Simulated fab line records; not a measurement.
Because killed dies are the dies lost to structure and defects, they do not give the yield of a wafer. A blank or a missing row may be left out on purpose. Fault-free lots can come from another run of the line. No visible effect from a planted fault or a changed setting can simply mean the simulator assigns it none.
fab line records -- flow rit_cmos
[record] lots = 6, wafers = 18, last_day = 6
route steps=202 shown SILICIDE@167 CONTACT@168 M1@202
lots that met no fault: taken from a fault-free run of the same line
start_h: the number of hours between the record's first day and the start of the first shown wafer of the lot -- wait_h: hours from the lot's prior step to this one -- " the same as in the row above -- L1.1+2: a row that stands for several wafers -- - no value, or no start given -- * or withheld: withheld -- < > ~ a bound
route shown NAME@n: NAME is a module with steps in the file, n the number in the route of the first one -- usual: mean and standard deviation over wafers with no fault -- same: alike in all rows -- chamber/n: place in a boat -- sites: each site's reading -- _std_site: the standard deviation of these -- _edge_site: inner sites' mean taken away from outer sites' mean -- radius_mm: how far each site lies from the wafer's centre -- mask NAME#n: copy n -- behind: the most recent tool/chamber to have shaped the wafer -- hold: what put the lot on hold/how long, in hours/how the hold closed -- device: the n, p or np transistor that did not switch -- end of line: the route-end tests of the same wafers -- a step without rows: its recipe alone -- killed: dies that structure and defects cost at the first sort, which is not the same as the wafer's yield -- map: per-die view of a wafer (x killed, . not killed, _ where there is no die)
set.NAME: the run value of the setting; set.NAME@STEP: its run value at that earlier step -- model.NAME: the simulator's own value behind a step, which no gauge read
certain route steps with their lots: each step a table, each wafer a row
services: from which hour (start_h, from the record's first day; less than 0 if before it) a tool's chamber was out of use, for how many hours, and why
[[steps]]
[step RIT_SILICIDE_RTA_06]
[recipe] temp_c = 750, time_s = 10, idle_temp_c = 25, ramp_up_s = 5, ramp_down_s = 10, cool_to_c = 25, ambient = N2
[usual] anneal_temp_c_max = 753.5/0.87, chamber_o2_ppm = 1.997/0.02, wafer_temp_C_max = 754.0/1.2
lot.wafer,tool,chamber,start_h,wait_h,anneal_temp_c_max,chamber_o2_ppm,wafer_temp_C_max
L832.1,rtp_anneal-02,0,63.54,0.0,753.0,1.995,752.6
L832.3,rtp_anneal-02,0,63.54,0.0,752.2,1.994,752.6
L832.5,rtp_anneal-02,0,63.54,0.0,754.0,2.004,753.5
L835.1,rtp_anneal-01,0,82.67,0.0,754.0,1.967,754.5
L835.2,rtp_anneal-01,0,82.67,0.0,755.2,1.996,755.6
L835.5,rtp_anneal-01,0,82.67,0.0,754.7,1.934,754.0
L840.2,rtp_anneal-02,0,106.47,0.0,752.1,1.976,752.8
L840.3,rtp_anneal-02,0,106.47,0.0,753.1,1.996,753.9
L840.4,rtp_anneal-02,0,106.47,0.0,753.0,2.016,753.8
L841.1,rtp_anneal-01,0,108.90,0.0,753.7,1.982,754.0
L841.5,rtp_anneal-01,0,108.90,0.0,753.0,1.980,754.5
L841.6,rtp_anneal-01,0,108.90,0.0,753.8,2.009,753.8
L845.1,rtp_anneal-01,0,133.45,0.0,754.8,2.029,755.9
L845.2,rtp_anneal-01,0,133.45,0.0,754.1,1.978,757.2
L845.5,rtp_anneal-01,0,133.45,0.0,754.3,2.022,753.6
L847.1,rtp_anneal-01,0,142.46,0.0,754.6,1.961,755.1
L847.2,rtp_anneal-01,0,142.46,0.0,753.5,1.974,756.1
L847.3,rtp_anneal-01,0,142.46,0.0,753.7,1.996,755.5
[step RIT_CONTACT_CVD_00]
[recipe] material = SiO2, target_thk_nm = 400, precursor = TEOS, temp_c = 390, time_s = 61, rf_w = 400
[usual] heater_power_w = 318/64
lot.wafer,tool,chamber,start_h,wait_h,heater_power_w
L832.1,pecvd-02,1,63.61,0.1,363
L832.3,pecvd-02,2,63.61,0.1,297
L832.5,pecvd-02,0,63.61,0.1,254
L835.1,pecvd-02,2,82.74,0.1,363
L835.2,pecvd-02,1,82.74,0.1,380
L835.5,pecvd-02,1,82.74,0.1,371
L840.2,pecvd-01,1,106.52,0.0,325
L840.3,pecvd-01,2,106.52,0.0,374
L840.4,pecvd-01,2,106.52,0.0,375
L841.1,pecvd-02,1,108.96,0.1,383
L841.5,pecvd-02,0,108.96,0.1,253
L841.6,pecvd-02,1,108.96,0.1,287
L845.1,pecvd-03,2,133.52,0.1,436
L845.2,pecvd-03,0,133.52,0.1,311
L845.5,pecvd-03,2,133.52,0.1,448
L847.1,pecvd-02,1,142.53,0.1,334
L847.2,pecvd-02,0,142.53,0.1,252
L847.3,pecvd-02,2,142.53,0.1,381
[step RIT_CONTACT_THK_MEAS_01]
[recipe] reads = SiO2_of_CONTACT_CVD_00
[usual] CONTACT_TEOS_THK = 399/5.3
lot.wafer,tool,chamber,start_h,wait_h,CONTACT_TEOS_THK[nm]
L832.1,film_metro-04,-,63.66,0.0,399
L832.3,film_metro-04,-,63.66,0.0,403
L832.5,film_metro-04,-,63.66,0.0,409
L835.1,film_metro-04,-,82.79,0.0,397
L835.2,film_metro-04,-,82.79,0.0,399
L835.5,film_metro-04,-,82.79,0.0,396
L840.2,film_metro-04,-,106.59,0.0,401
L840.3,film_metro-04,-,106.59,0.0,399
L840.4,film_metro-04,-,106.59,0.0,408
L841.1,film_metro-02,-,109.01,0.0,390
L841.5,film_metro-02,-,109.01,0.0,400
L841.6,film_metro-02,-,109.01,0.0,398
L845.1,film_metro-02,-,133.57,0.0,397
L845.2,film_metro-02,-,133.57,0.0,398
L845.5,film_metro-02,-,133.57,0.0,401
L847.1,film_metro-04,-,142.58,0.0,392
L847.2,film_metro-04,-,142.58,0.0,396
L847.3,film_metro-04,-,142.58,0.0,399
[step RIT_CONTACT_HMDS_02]
[recipe] prime_time_s = 60, prime_temp_c = 140
[step RIT_CONTACT_COAT_03]
[recipe] resist = NOVOLAK, spin_rpm = 3250, resist_thk_nm = 1000
[step RIT_CONTACT_SOFTBAKE_04]
[recipe] resist = NOVOLAK, temp_c = 90, time_s = 62.18
[usual] plate_sensor_t_centre_C = 90.970/0.01, plate_sensor_t_edge_C = 91.021/0.0093
lot.wafer,tool,chamber,start_h,wait_h,plate_sensor_t_centre_C,plate_sensor_t_edge_C
L832.1,litho_track-04,0,64.02,0.1,90.957,91.002
L832.3,litho_track-04,0,64.02,0.1,90.962,91.026
L832.5,litho_track-04,0,64.02,0.1,90.982,91.012
L835.1,litho_track-04,0,83.15,0.1,90.973,91.000
L835.2,litho_track-04,0,83.15,0.1,90.982,91.022
L835.5,litho_track-04,0,83.15,0.1,90.986,91.020
L840.2,litho_track-04,0,107.00,0.1,90.956,91.015
L840.3,litho_track-04,0,107.00,0.1,90.962,91.025
L840.4,litho_track-04,0,107.00,0.1,90.960,91.018
L841.1,litho_track-04,0,109.37,0.1,90.970,91.026
L841.5,litho_track-04,0,109.37,0.1,90.970,91.028
L841.6,litho_track-04,0,109.37,0.1,90.988,91.042
L845.1,litho_track-04,0,133.93,0.1,90.977,91.017
L845.2,litho_track-04,0,133.93,0.1,90.980,91.030
L845.5,litho_track-04,0,133.93,0.1,90.968,91.020
L847.1,litho_track-02,0,142.94,0.1,90.977,91.015
L847.2,litho_track-02,0,142.94,0.1,90.975,91.021
L847.3,litho_track-02,0,142.94,0.1,90.959,91.012
[step RIT_CONTACT_EXPOSE_05]
[recipe] mask_id = M11, na = 0.6, source_shape = conventional, sigma_outer = 0.5, target_cd_nm = 1000, dose_mj = 250
[step RIT_CONTACT_PEB_06]
[recipe] resist = NOVOLAK, temp_c = withheld, time_s = withheld
[step RIT_CONTACT_DEVELOP_07]
[recipe] resist = NOVOLAK, develop_time_s = 120, dev_temp_c = 23
[step RIT_CONTACT_CD_MEAS_08]
[recipe] target_cd_nm = 1000
[usual] cd_nm = 1000.1/2
lot.wafer,tool,chamber,start_h,wait_h,cd_nm
L832.1,cd_sem-01,-,64.81,-,1004.5
L832.3,cd_sem-01,-,64.81,-,1002.5
L832.5,cd_sem-01,-,64.81,-,1003.7
L835.1,cd_sem-02,-,83.82,-,1001.4
L835.2,cd_sem-02,-,83.82,-,1002.5
L835.5,cd_sem-02,-,83.82,-,1002.3
L840.2,cd_sem-02,-,107.66,-,1000.8
L840.3,cd_sem-02,-,107.66,-,999.5
L840.4,cd_sem-02,-,107.66,-,999.3
L841.1,cd_sem-02,-,110.04,-,1003.6
L841.5,cd_sem-02,-,110.04,-,1002.2
L841.6,cd_sem-02,-,110.04,-,1002.3
L845.1,cd_sem-02,-,134.73,-,998.2
L845.2,cd_sem-02,-,134.73,-,1000.3
L845.5,cd_sem-02,-,134.73,-,998.2
L847.1,cd_sem-02,-,143.61,-,998.0
L847.2,cd_sem-02,-,143.61,-,1001.2
L847.3,cd_sem-02,-,143.61,-,999.7
[step RIT_CONTACT_OVL_MEAS_09]
[usual] CONTACT_OVL = 0.4/1.2
lot.wafer,tool,chamber,start_h,wait_h,CONTACT_OVL[nm]
L832.1,overlay-01,-,64.93,0.1,-0.9
L832.3,overlay-01,-,64.93,0.1,-1.3
L832.5,overlay-01,-,64.93,0.1,-1.2
L835.1,overlay-02,-,83.94,0.1,0.0
L835.2,overlay-02,-,83.94,0.1,0.1
L835.5,overlay-02,-,83.94,0.1,-0.8
L840.2,overlay-02,-,107.76,0.1,1.9
L840.3,overlay-02,-,107.76,0.1,1.8
L840.4,overlay-02,-,107.76,0.1,2.5
L841.1,overlay-01,-,110.16,0.1,1.1
L841.5,overlay-01,-,110.16,0.1,2.4
L841.6,overlay-01,-,110.16,0.1,2.3
L845.1,overlay-02,-,134.85,0.1,-0.7
L845.2,overlay-02,-,134.85,0.1,-0.7
L845.5,overlay-02,-,134.85,0.1,-0.6
L847.1,overlay-02,-,143.73,0.1,0.0
L847.2,overlay-02,-,143.73,0.1,1.2
L847.3,overlay-02,-,143.73,0.1,0.4
[step RIT_CONTACT_HARDBAKE_10]
[recipe] resist = NOVOLAK, temp_c = 140, time_s = 60
[step RIT_CONTACT_ETCH_11]
[recipe] target_depth_a = 4800, over_etch_frac = 0.2, stop_on = TiSi2, chemistry = CHF3/CF4/Ar, target = SiO2, CHF3_flow_sccm = 50, cf4_flow_sccm = 10, Ar_flow_sccm = 100, O2_flow_sccm = 5, pressure_mtorr = 100, rf_w = 200, time_s = 320
[usual] drypump_motor_current_A = 5.6/0.49, oes_product_au = 0.986/0.015, throttle_valve_pct = 8.88/0.13
lot.wafer,tool,chamber,start_h,wait_h,drypump_motor_current_A,oes_product_au,rf_hours_counter_h,throttle_valve_pct,model.NOVOLAK_of_CONTACT_COAT_03.thk_nm
L832.1,rie_diel-03,0,65.11,0.1,5.9,0.963,70,8.86,764.4
L832.3,rie_diel-03,2,65.11,0.1,6.1,0.974,165,8.53,762.6
L832.5,rie_diel-03,2,65.11,0.1,6.2,0.973,-,8.52,764.4
L835.1,rie_diel-03,3,84.12,0.1,4.8,0.988,42,8.98,763.9
L835.2,rie_diel-03,0,84.12,0.1,5.9,0.965,70,8.88,767.4
L835.5,rie_diel-03,3,84.12,0.1,4.8,0.987,-,8.99,766.2
L840.2,rie_diel-04,1,107.94,0.1,5.9,1.016,48,9.06,765.1
L840.3,rie_diel-04,2,107.94,0.1,6.2,0.978,24,8.92,767.6
L840.4,rie_diel-04,3,107.94,0.1,6.0,0.990,50,8.85,766
L841.1,rie_diel-03,1,110.35,0.1,5.1,0.964,160,9.03,769.7
L841.5,rie_diel-03,0,110.35,0.1,5.9,0.964,-,8.84,757.4
L841.6,rie_diel-03,3,110.35,0.1,4.8,0.998,-,8.99,768.6
L845.1,rie_diel-03,0,135.08,0.1,5.9,0.960,72,8.85,754
L845.2,rie_diel-03,3,135.08,0.1,4.8,0.988,43,8.99,768.8
L845.5,rie_diel-03,3,135.08,0.1,4.8,0.991,-,9.01,765.2
L847.1,rie_diel-01,1,143.91,0.1,5.2,0.998,59,8.88,766.9
L847.2,rie_diel-01,2,143.91,0.1,6.1,0.974,144,8.92,764.5
L847.3,rie_diel-01,3,143.91,0.1,5.3,1.011,128,8.76,767.9
[step RIT_CONTACT_STRIP_12]
[recipe] chemistry = O2, time_s = 180, resist = NOVOLAK, platen_temp_c = withheld, power_w = 500, pressure_mtorr = 4000, o2_flow_sccm = 4000
[usual] drypump_motor_current_A = 5.8/0.45
lot.wafer,tool,chamber,start_h,wait_h,drypump_motor_current_A,rf_hours_counter_h
L832.1,plasma_asher-01,0,65.31,0.1,5.7,41
L832.3,plasma_asher-01,1,65.31,0.1,5.6,-
L832.5,plasma_asher-01,1,65.31,0.1,5.6,-
L835.1,plasma_asher-02,0,84.32,0.1,5.5,31
L835.2,plasma_asher-02,1,84.32,0.1,6.6,31
L835.5,plasma_asher-02,0,84.32,0.1,5.6,-
L840.2,plasma_asher-02,1,108.14,0.1,6.6,33
L840.3,plasma_asher-02,1,108.14,0.1,6.6,-
L840.4,plasma_asher-02,0,108.14,0.1,5.6,-
L841.1,plasma_asher-02,0,110.54,0.1,5.6,34
L841.5,plasma_asher-02,0,110.54,0.1,5.6,-
L841.6,plasma_asher-02,1,110.54,0.1,6.6,-
L845.1,plasma_asher-01,0,135.28,0.1,5.7,2
L845.2,plasma_asher-01,1,135.28,0.1,5.7,2
L845.5,plasma_asher-01,0,135.28,0.1,5.7,-
L847.1,plasma_asher-02,1,144.11,0.1,6.6,37
L847.2,plasma_asher-02,0,144.11,0.1,5.6,37
L847.3,plasma_asher-02,0,144.11,0.1,5.5,-
[step RIT_M1_PROBE_99]
[usual] killed_at_front_end = 6.9/2.9, killed_dies = 7.0/2.9, killed_open = 3.4/2.1, killed_short = 3.5/1.8
[same] gross_dies = 264, killed_at_M0_to_M3 = 0, killed_at_M4_up = 0, killed_at_back_side = 0, killed_at_contacts = 0, killed_at_other = 0
lot.wafer,tool,chamber,start_h,wait_h,killed_at_front_end,killed_dies,killed_open,killed_short,model.etest.nmos_0p15.junction_log10_a_um,model.etest.nmos_narrow.off_log10_a_um,model.etest.nmos_0p3.off_log10_a_um,model.etest.gate_end_array.leak_log10_a_um,model.etest.pmos_0p15.junction_log10_a_um,model.etest.antenna_contact.vt_shift_v
L832.1,prober-01,-,70.12,0.1,4,4,3,1,-13.43,-13.21,-13.04,-12.92,-13.81,-0.01477
L832.3,prober-01,-,70.22,0.2,5,5,3,2,-13.55,-13.25,-13.08,-12.93,-13.73,-0.01118
L832.5,prober-01,-,70.32,0.2,10,10,3,7,-13.7,-13.34,-13.08,-12.98,-13.77,-0.01391
L835.1,prober-02,-,89.18,0.1,8,8,5,3,-13.39,-13.24,-13.06,-12.92,-13.8,-0.01295
L835.2,prober-02,-,89.23,0.1,2,2,1,1,-13.46,-13.14,-13.03,-12.88,-13.79,-0.009595
L835.5,prober-02,-,89.38,0.2,7,7,4,3,-13.56,-13.18,-13.12,-12.91,-13.84,-0.01196
L840.2,prober-01,-,112.97,0.1,6,6,3,3,-13.53,-13.26,-13.16,-12.98,-13.83,-0.006919
L840.3,prober-01,-,113.02,0.2,8,8,7,1,-13.52,-13.27,-13.08,-12.88,-13.81,-0.008614
L840.4,prober-01,-,113.07,0.2,8,8,3,5,-13.66,-13.25,-13.12,-12.92,-13.87,-0.005611
L841.1,prober-02,-,115.21,0.1,4,4,1,3,-13.44,-13.19,-13.1,-12.93,-13.91,-0.0106
L841.5,prober-02,-,115.41,0.2,3,3,1,2,-12.84,-12.69,-12.78,-12.63,-13.69,-0.02108
L841.6,prober-02,-,115.46,0.2,1,1,0,1,-13.49,-13.24,-12.97,-12.84,-13.79,-0.009505
L845.1,prober-02,-,139.95,0.1,6,6,2,4,-12.9,-12.85,-12.79,-12.64,-13.62,-0.02006
L845.2,prober-02,-,140.00,0.1,5,5,2,3,-13.42,-13.19,-13.12,-12.96,-13.96,-0.008928
L845.5,prober-02,-,140.15,0.2,7,7,2,5,-13.53,-13.23,-13.22,-13.07,-13.72,-0.01184
L847.1,prober-02,-,148.94,0.1,6,6,5,1,-13.63,-13.32,-13.04,-12.86,-13.85,-0.01334
L847.2,prober-02,-,148.99,0.1,6,6,2,4,-13.45,-13.25,-12.91,-12.82,-13.68,-0.01461
L847.3,prober-02,-,149.04,0.2,11,11,4,7,-13.4,-13.3,-13.07,-12.89,-13.78,-0.009132
// killed by level:class
L832.1 FOX2:geometric_particle:open=1 GATE:geometric_particle:open=1 REOX:geometric_particle:short=1 SPACER:geometric_particle:open=1
L832.3 FOX2:geometric_particle:open=1 FOX2:geometric_particle:short=1 GATE:geometric_particle:open=1 GATE:geometric_particle:short=1 SPACER:geometric_particle:open=1
L832.5 SPACER:geometric_particle:short=3 GATE:geometric_particle:open=2 GATE:geometric_particle:short=2 REOX:geometric_particle:short=1 SPACER:geometric_particle:open=1 SILICIDE:geometric_particle:short=1
L835.1 FOX1:geometric_particle:open=3 FOX1:geometric_particle:short=2 FOX2:geometric_particle:open=1 GATE:geometric_particle:open=1 REOX:geometric_particle:short=1
L835.2 GATE:geometric_particle:open=1 GATE:geometric_particle:short=1
L835.5 GATE:geometric_particle:open=2 FOX1:geometric_particle:short=1 FOX1:geometric_particle:open=1 FOX2:geometric_particle:open=1 FOX2:geometric_particle:short=1 GATE:geometric_particle:short=1
L840.2 GATE:geometric_particle:short=2 FOX1:geometric_particle:open=1 FOX2:geometric_particle:open=1 GATE:geometric_particle:open=1 SILICIDE:geometric_particle:short=1
L840.3 GATE:geometric_particle:open=4 REOX:geometric_particle:open=1 SPACER:geometric_particle:open=1 SILICIDE:geometric_particle:short=1 SILICIDE:geometric_particle:open=1
L840.4 GATE:geometric_particle:short=3 GATE:geometric_particle:open=1 REOX:geometric_particle:open=1 REOX:geometric_particle:short=1 SPACER:geometric_particle:short=1 SPACER:geometric_particle:open=1
L841.1 GATE:geometric_particle:short=1 GATE:geometric_particle:open=1 REOX:geometric_particle:short=1 SPACER:geometric_particle:short=1
L841.5 REOX:geometric_particle:short=1 SPACER:geometric_particle:short=1 SILICIDE:geometric_particle:open=1
L841.6 REOX:geometric_particle:short=1
L845.1 GATE:geometric_particle:open=2 GATE:geometric_particle:short=2 SILICIDE:geometric_particle:short=2
L845.2 FOX1:geometric_particle:open=1 FOX2:geometric_particle:short=1 GATE:geometric_particle:short=1 SPACER:geometric_particle:short=1 SILICIDE:geometric_particle:open=1
L845.5 GATE:geometric_particle:short=2 GATE:geometric_particle:open=2 FOX2:geometric_particle:short=1 REOX:geometric_particle:short=1 SPACER:geometric_particle:short=1
L847.1 GATE:geometric_particle:open=3 REOX:geometric_particle:open=2 REOX:geometric_particle:short=1
L847.2 GATE:geometric_particle:short=3 ACTIVE:geometric_particle:open=1 REOX:geometric_particle:short=1 SILICIDE:geometric_particle:open=1
L847.3 GATE:geometric_particle:short=4 GATE:geometric_particle:open=3 FOX2:geometric_particle:short=2 FOX1:geometric_particle:short=1 REOX:geometric_particle:open=1
[[services]]
tool,chamber,start_h,hours,kind
rie_diel-01,0,42.94,3.8,repair
rie_diel-04,3,43.41,5.9,repair
pecvd-01,-,45.28,9.0,repair
pecvd-02,-,56.10,5.5,pm
pecvd-01,-,58.40,2.8,pm
rie_diel-04,1,58.61,5.6,repair
rie_diel-03,1,63.76,17.4,repair
pecvd-02,-,74.59,2.8,pm
pecvd-01,1,76.13,6.5,repair
rie_diel-03,2,81.13,-,clean
rie_diel-03,2,81.13,-,consumable_replace:esc
rie_diel-03,2,81.13,30.9,scheduled_down
rie_diel-03,2,81.13,30.9,vent_cycle
pecvd-01,0,90.10,3.4,repair
pecvd-01,-,103.49,0.5,repair
plasma_asher-01,-,108.75,9.0,pm
plasma_asher-01,0,108.75,9.0,vent_cycle
plasma_asher-01,1,108.75,9.0,vent_cycle
pecvd-02,-,109.90,0.8,pm
rie_diel-03,1,112.02,-,clean
rie_diel-03,1,112.02,26.6,scheduled_down
rie_diel-03,1,112.02,26.6,vent_cycle
plasma_asher-01,0,117.75,-,clean
pecvd-01,-,129.91,0.5,repair
[[key]]
first_sign none at tools or gauges
[model_effect] step = RIT_CONTACT_ETCH_11, value = NOVOLAK_of_CONTACT_COAT_03.thk_nm, without = 768.2, struck = 755.7
[model_effect] step = RIT_M1_PROBE_99, value = etest.nmos_0p15.junction_log10_a_um, without = -13.35, struck = -12.87
met_at RIT_CONTACT_ETCH_11
struck_wafers L841.5,L845.1
tester_left_out L841,L845
onset_between 84.12 110.35
[fault] kind = process_parameter_drift, tool = rie_diel-03, chamber = 0, onset_h = 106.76, steps = RIT_CONTACT_ETCH_11, channel = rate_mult, offset = 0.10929, shape = step, end_h = 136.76
// tester_left_out: of these lots the tester's yield and bins aren't shown, on N5 and GAA mostly nor the transistor test; their killed dies are dies lost to structure and defects alone, not to doping, threshold or leakage, so they don't give the yield
